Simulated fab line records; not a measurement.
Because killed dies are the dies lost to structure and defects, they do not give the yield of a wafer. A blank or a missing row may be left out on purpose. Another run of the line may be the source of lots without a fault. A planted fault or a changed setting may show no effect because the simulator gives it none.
A struck lot beside a sound one	flow ritCmos	44 out of 202 route steps
Sound: the wafers L669.1, L669.3, L669.6. Struck: wafer L685.1. (L685.2, L685.5 of the same lot were not struck and are left out.) The cause comes at the end.
Per side, at each step with rows, come the tool, then ch with its chambers, and then its first start. Under that, the readings that differ: sound wafers	struck wafers	difference of the means	sigmas: that difference in standard deviations of wafers without a fault.
alike: same words and numbers on both sides, and readings whose means sit less than 2 such deviations apart. not compared: any withheld reading, any reading some wafer has no value for, any bound like >300 that may hide the same value, and any number with overlapping values for which the record gives no deviation.
Wherever a step has rows on one side only, a row that says differs or no value, or a row with sigmas, the two part there. When numbers do not overlap yet have no deviation, they are printed without sigmas and do not part them. A reading that every wafer of one side lacks parts them only if that side has two wafers or more.

first, 2 steps without rows for these wafers: RIT_PLDD_PEB_04; RIT_PLDD_DEVELOP_05 (develop time 50 s).
RIT_PLDD_OVL_MEAS_06:
  sound on overlay-02 at day 4 02:17; struck on overlay-02 at day 7 06:14
  alike: PLDD_OVL
then, 2 steps without rows for these wafers: RIT_PLDD_HARDBAKE_07 (time 60 s); RIT_PLDD_IMPLANT_08.
RIT_PLDD_STRIP_09: strips in O2, time 180 s.
  sound on plasmaAsher-01 ch 0,1, day 4 02:37; struck on plasmaAsher-02 ch 0, day 7 06:34
  alike: chamberPressureMTorr, drypumpMotorCurrentA, rfReflPowerW
  not compared: rfHoursCounterH
RIT_PLDD_TW_MEAS_10:
  sound on filmMetro-01 at day 4 02:48; struck on filmMetro-01 at day 7 06:45
  alike: PLDD_TW
then, 4 steps without rows for these wafers: RIT_SPACER_CLEAN_00 (cleans in SC1, time 600 s); RIT_SPACER_CLEAN_01 (cleans in dHF, time 30 s); RIT_SPACER_CLEAN_02 (cleans in SC2, time 600 s); RIT_SPACER_CVD_03 (deposits Si3N4 from SiH2Cl2/NH3, target thk 250 nm, time 3300 s).
RIT_SPACER_THK_MEAS_04:
  sound on filmMetro-03 at day 4 05:08; struck on filmMetro-02 at day 7 09:05
reading	sound	struck	difference	sigmas
SPACER_NITRIDE_THK (nm)	245.6 244.2 243.0	252.7	+8.4	+3
RIT_SPACER_ETCHBACK_05: etches Si3N4 in SF6/CHF3, stops on SiO2, target depth 250 nm, time 240 s.
  sound on rieDiel-04 ch 0,2,3, day 4 05:12; struck on rieDiel-01 ch 0, day 7 09:09
reading	sound	struck	difference	sigmas
oesProductAu (a.u.)	0.834 0.835 0.822	0.735	-0.095	-7
runLengthS (s)	268.2 268.9 268.6	310.6	+42.0	+79
model.poly-Si_of_GATE_CVD_08.thkNm (nm)	164.3 164.9 163.4	153.4	-10.8	
model.Si3N4_of_SPACER_CVD_03.thkNm (nm)	194.2 193.1 191.9	188.1	-5.0	
  alike: chamberPressureMTorr, drypumpMotorCurrentA, throttleValvePct
  not compared: rfHoursCounterH
then, 6 steps without rows for these wafers: RIT_NSD_HMDS_00 (prime time 60 s); RIT_NSD_COAT_01 (resist thk 1000 nm); RIT_NSD_SOFTBAKE_02 (time 60 s); RIT_NSD_EXPOSE_03 (exposes mask M9, target cd 40700 nm); RIT_NSD_PEB_04; RIT_NSD_DEVELOP_05 (develop time 50 s).
RIT_NSD_OVL_MEAS_06:
  sound on overlay-01 at day 4 06:20; struck on overlay-01 at day 7 10:17
  alike: NSD_OVL
then, 2 steps without rows for these wafers: RIT_NSD_HARDBAKE_07 (time 60 s); RIT_NSD_IMPLANT_08.
RIT_NSD_STRIP_09: strips in O2, time 180 s.
  sound on plasmaAsher-01 ch 0,1, day 4 06:40; struck on plasmaAsher-01 ch 0, day 7 10:37
  alike: chamberPressureMTorr, drypumpMotorCurrentA, rfReflPowerW
  not compared: rfHoursCounterH
RIT_NSD_TW_MEAS_10:
  sound on filmMetro-04 at day 4 06:50; struck on filmMetro-01 at day 7 10:47
  alike: NSD_TW
then, 6 steps without rows for these wafers: RIT_PSD_HMDS_00 (prime time 60 s); RIT_PSD_COAT_01 (resist thk 1000 nm); RIT_PSD_SOFTBAKE_02 (time 60 s); RIT_PSD_EXPOSE_03 (exposes mask M10, target cd 40900 nm); RIT_PSD_PEB_04; RIT_PSD_DEVELOP_05 (develop time 50 s).
RIT_PSD_OVL_MEAS_06:
  sound on overlay-02 at day 4 07:45; struck on overlay-01 at day 7 11:42
reading	sound	struck	difference	sigmas
PSD_OVL (nm)	0.4 0.7 -0.6	3.6	+3.4	+2
then, 2 steps without rows for these wafers: RIT_PSD_HARDBAKE_07 (time 60 s); RIT_PSD_IMPLANT_08.
RIT_PSD_STRIP_09: strips in O2, time 180 s.
  sound on plasmaAsher-01 ch 1, day 4 08:05; struck on plasmaAsher-02 ch 1, day 7 12:02
reading	sound	struck	difference	sigmas
rfReflPowerW (W)	5.0 5.0 5.0	8.0	+3.0	+2
  alike: chamberPressureMTorr, drypumpMotorCurrentA
  not compared: rfHoursCounterH
RIT_PSD_TW_MEAS_10:
  sound on filmMetro-02 at day 4 08:16; struck on filmMetro-02 at day 7 12:13
  alike: PSD_TW
then, 2 steps without rows for these wafers: RIT_SDANNEAL_CLEAN_00 (cleans in SC1, time 600 s); RIT_SDANNEAL_CLEAN_01 (cleans in dHF, time 30 s).
RIT_SDANNEAL_CLEAN_02: cleans in SC2, time 600 s.
  sound on wetBench-02 ch 1, day 4 08:31; struck on wetBench-03 ch 2, day 7 12:29
reading	sound	struck	difference	sigmas
model.poly-Si_of_GATE_CVD_08.thkNm (nm)	159.9 160.5 158.9	149	-11	
  alike: tempC
RIT_SDANNEAL_RTA_03: time 5 s.
  sound on rtpAnneal-02 ch 0, day 4 08:43; struck on rtpAnneal-02 ch 0, day 7 12:40
  alike: annealTempCMax, wafer_temp_C_max
RIT_SDANNEAL_RS_MEAS_04: measures by four-point-probe.
  sound on filmMetro-04 at day 4 08:46; struck on filmMetro-01 at day 7 12:43
  alike: PSD_RS
RIT_SDANNEAL_RS_MEAS_05: measures by four-point-probe.
  sound on filmMetro-04 at day 4 08:53; struck on filmMetro-01 at day 7 12:50
  alike: NSD_RS
RIT_SDANNEAL_RS_MEAS_06: measures by four-point-probe.
  sound on filmMetro-04 at day 4 09:01; struck on filmMetro-01 at day 7 12:57
  alike: PLDD_RS
RIT_SILICIDE_WET_ETCH_00: etches SiO2 in BOE, target depth 14 nm, time 15 s.
  sound on wetBench-03 ch 2, day 4 09:15; struck on wetBench-04 ch 1, day 7 13:11
reading	sound	struck	difference	sigmas
model.Si3N4_of_SPACER_CVD_03.thkNm (nm)	193 192 190.7	187	-5	
  alike: tempC
RIT_M1_PROBE_99:
  sound on prober-02 at day 4 16:59; struck on prober-02 at day 7 20:53
  alike: killedAtContacts, killedAtFrontEnd, killedDies, killedOpen, killedShort

WHERE THEY PART
Earliest at RIT_SPACER_THK_MEAS_04; latest, in this record, at RIT_PSD_STRIP_09. Later steps at which nothing parts them and some readings are alike: RIT_PSD_TW_MEAS_10, RIT_SDANNEAL_CLEAN_02, RIT_SDANNEAL_RTA_03, RIT_SDANNEAL_RS_MEAS_04, RIT_SDANNEAL_RS_MEAS_05, RIT_SDANNEAL_RS_MEAS_06, RIT_SILICIDE_WET_ETCH_00, RIT_M1_PROBE_99.

WHY: what had been put in by the simulator
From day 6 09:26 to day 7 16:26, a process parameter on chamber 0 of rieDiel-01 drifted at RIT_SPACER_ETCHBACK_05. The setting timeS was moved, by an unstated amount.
